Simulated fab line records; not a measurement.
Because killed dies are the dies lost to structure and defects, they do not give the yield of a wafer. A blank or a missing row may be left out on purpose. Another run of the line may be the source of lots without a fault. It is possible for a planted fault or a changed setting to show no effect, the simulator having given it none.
Comparing a struck lot with a sound one ; flow rit cmos ; 17 steps out of a route of 202
Sound: the wafers L245.1, L245.2, L245.5. Wafers L249.2, L249.3, L249.4 were the ones struck. Last of all comes the cause.
For every step that has rows: the tool of each side, followed by ch and its chambers, followed by its first start. Under that, the readings that differ: sound wafers ; struck wafers ; difference of the means ; sigmas: that difference in standard deviations of wafers without a fault.
alike: a reading whose means differ by less than 2 such deviations, as well as words and numbers matching on both sides. not compared: withheld readings; readings where some wafer has no value; bounds like >300 that might hide an equal value; numbers whose values overlap and for which the record gives no deviation.
The two part at a step that has a row with sigmas, a row that says differs or no value, or rows on one side only. Numbers that don't overlap but have no deviation are shown without sigmas and don't part them. A reading that every wafer of one side lacks parts them only if that side has two wafers or more.

RIT_NWELL_TW_MEAS_10:
  struck on film metro-01, day 3 22:56; sound on film metro-04, day 3 02:47
reading;sound;struck;difference;sigmas
NWELL_TW;2154 2156 2159;2121 2133 2131;-28;-2
then, 6 steps without rows for these wafers: RIT_PWELL_HMDS_00 (prime time 60 s); RIT_PWELL_COAT_01 (resist thk 1300 nm); RIT_PWELL_SOFTBAKE_02 (time 60 s); RIT_PWELL_EXPOSE_03 (exposes mask M3, target cd 43700 nm); RIT_PWELL_PEB_04; RIT_PWELL_DEVELOP_05 (develop time 68 s).
RIT_PWELL_OVL_MEAS_06:
  struck on overlay-02, day 3 23:57; sound on overlay-01, day 3 03:44
  alike: PWELL_OVL
then, 2 steps without rows for these wafers: RIT_PWELL_HARDBAKE_07 (time 120 s); RIT_PWELL_IMPLANT_08.
RIT_PWELL_STRIP_09: strips in O2, time 180 s.
  sound on plasma asher-03 ch 0,1, day 3 04:10; struck on plasma asher-04 ch 0,1, day 4 00:23
  alike: drypump motor current A
  not compared: rf hours counter h
RIT_PWELL_TW_MEAS_10:
  struck on film metro-01, day 4 00:34; sound on film metro-01, day 3 04:21
reading;sound;struck;difference;sigmas
PWELL_TW;947 950 948;967 965 963;+17;+4
RIT_WELLDRIVE_ANNEAL_00: time 14700 s.
  sound on furnace-02 ch 0, day 3 04:57; struck on furnace-01 ch 0, day 4 01:13
reading;sound;struck;difference;sigmas
run length s (s);18262 18262 18262;15323 15323 15323;-2939;-99 or more
spike tc source C (C);1120 1121 1120;1129 1130 1129;+9;+2
zone power centre pct (%);49.8 49.3 49.8;55.0 54.7 55.4;+5.4;+3
RIT_WELLDRIVE_RS_MEAS_01: uses a four-point probe to measure.
  struck on film metro-04, day 4 06:19; sound on film metro-03, day 3 10:02
reading;sound;struck;difference;sigmas
NWELL_RS (ohm/sq);278.7 279.6 278.6;289.6 291.1 290.4;+11.4;+15
RIT_WELLDRIVE_RS_MEAS_02: uses a four-point probe to measure.
  struck on film metro-04, day 4 06:26; sound on film metro-03, day 3 10:09
reading;sound;struck;difference;sigmas
PWELL_RS (ohm/sq);429.1 428.8 428.4;438.5 438.1 438.6;+9.6;+7
then, 1 step without rows for these wafers: RIT_NRETRO_HMDS_00 (prime time 60 s).
RIT_M1_PROBE_99:
  struck on prober-01, day 5 11:25; sound on prober-01, day 4 15:03
reading;sound;struck;difference;sigmas
killed at contacts;0 0 0;0 1 1;+1;+2
killed dies;2 4 6;9 14 6;+6;+2
killed short;0 1 3;5 9 3;+4;+2
model.etest.nwell pinched.rs ohm sq;340.6 346.4 342.6;370.7 363.7 372.3;+25.7;
model.etest.pwell pinched.rs ohm sq;451.9 457.6 452.4;472.9 465 467.3;+14.4;
model.etest.pwell.rs ohm sq;413.4 411.9 409.2;427 428.6 420.7;+14;
model.etest.field n.vt v (V);35.19 35.7 35.43;38.02 38.15 37.15;+2.33;
model.etest.field p metal.vt v (V);-29.22 -28.59 -29.09;-26.17 -26.75 -26.87;+2.37;
model.etest.field p.vt v (V);-12.58 -12.55 -12.53;-11.78 -11.81 -11.79;+0.76;
model.etest.diode pplus nwell.bv v (V);6.63 6.77 6.729;6.626 6.546 6.626;-0.110;
model.etest.diode nplus pwell.bv v (V);5.967 6.009 5.996;5.882 5.859 5.874;-0.119;
  alike: killed_at_M0_to_M3, killed at front end, killed open

WHERE THEY PART
At RIT_NWELL_TW_MEAS_10 first; at RIT_M1_PROBE_99 last (within this record only).

WHY: what the simulator had put in
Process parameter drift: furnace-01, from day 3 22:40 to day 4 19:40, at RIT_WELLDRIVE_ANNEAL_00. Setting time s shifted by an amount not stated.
